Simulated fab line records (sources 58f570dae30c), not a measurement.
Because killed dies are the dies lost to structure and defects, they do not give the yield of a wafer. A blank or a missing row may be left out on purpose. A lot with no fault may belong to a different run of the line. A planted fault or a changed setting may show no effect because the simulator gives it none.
Which tool is to blame? | flow berkeley cmos170 | 21 wafers from 7 lots sampled at 3 of the route's 331 steps

== WHAT EACH GAUGE READ, for each wafer ==
UCB170_PSD_TW_MEAS_10.
lot  | measured     | on            | PSD_TW
L765 | day 7 17:13  | film metro-02 | 2345 2345 2345
L767 | day 8 06:54  | film metro-03 | 2350 2339 2347
L771 | day 8 22:48  | film metro-03 | 2349 2346 2347
L772 | day 9 06:22  | film metro-03 | 2305 2287 2304
L775 | day 9 22:02  | film metro-02 | 2353 2353 2354
L778 | day 10 15:53 | film metro-02 | 2372 2359 2359
L782 | day 11 12:26 | film metro-03 | 2351 2358 2368

== EACH LOT AND THE TOOL THAT RAN IT (in order: tool; ch and the chambers of the sampled wafers; start) ==
lot  | UCB170_PSD_IMPLANT_08           | UCB170_PSD_STRIP_09
L765 | implanter-02 ch 0, day 7 17:01  | plasma asher-02 ch 0,1, day 7 17:07
L767 | implanter-02 ch 0, day 8 06:39  | plasma asher-03 ch 0,1, day 8 06:48
L771 | implanter-04 ch 0, day 8 22:34  | plasma asher-01 ch 0,1, day 8 22:41
L772 | implanter-04 ch 0, day 9 06:08  | plasma asher-01 ch 0,1, day 9 06:16
L775 | implanter-03 ch 0, day 9 21:47  | plasma asher-01 ch 0,1, day 9 21:56
L778 | implanter-02 ch 0, day 10 15:38 | plasma asher-02 ch 0,1, day 10 15:47
L782 | implanter-03 ch 0, day 11 12:14 | plasma asher-03 ch 0,1, day 11 12:20
- UCB170_PSD_IMPLANT_08
- UCB170_PSD_STRIP_09: strips in O2.

== THE ANSWER, worked out from the rows above alone ==
Rule: usual is defined by the lots themselves. Put in order of their means at a reading, lots are off if they are a third of the lots or fewer, leave a main group of 4 or more, and stand apart from it by a gap of 3 or more times the standard deviation of the main group's means; of several such gaps the widest counts. A main group whose means are all the same, to the digits that the tables above print for the reading, isn't used. A lot without any number at a reading at which 4 lots or more have one is off too. All remaining lots with rows at the step are treated as sound.
Off: at UCB170_PSD_TW_MEAS_10 (PSD_TW), L772. The main group: mean 2352, standard deviation 7.
A tool fits if, at a process step before that reading, it ran every lot that is off, and no sound lot after the first of them. Gauges at UCB170_PSD_TW_MEAS_10: tried the same way as those tools. One candidate fits, namely implanter-04 at UCB170_PSD_IMPLANT_08. A fault onset in the window from L771 (day 8 22:34, its last sound lot) to L772 (day 9 06:08, its first lot off) fits.

== WHAT THE SIMULATOR PUT IN ==
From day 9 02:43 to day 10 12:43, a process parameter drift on implanter-04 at UCB170_PSD_IMPLANT_08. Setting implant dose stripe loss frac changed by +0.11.
Lots struck among those shown: L772. The rule given above showed the same thing.
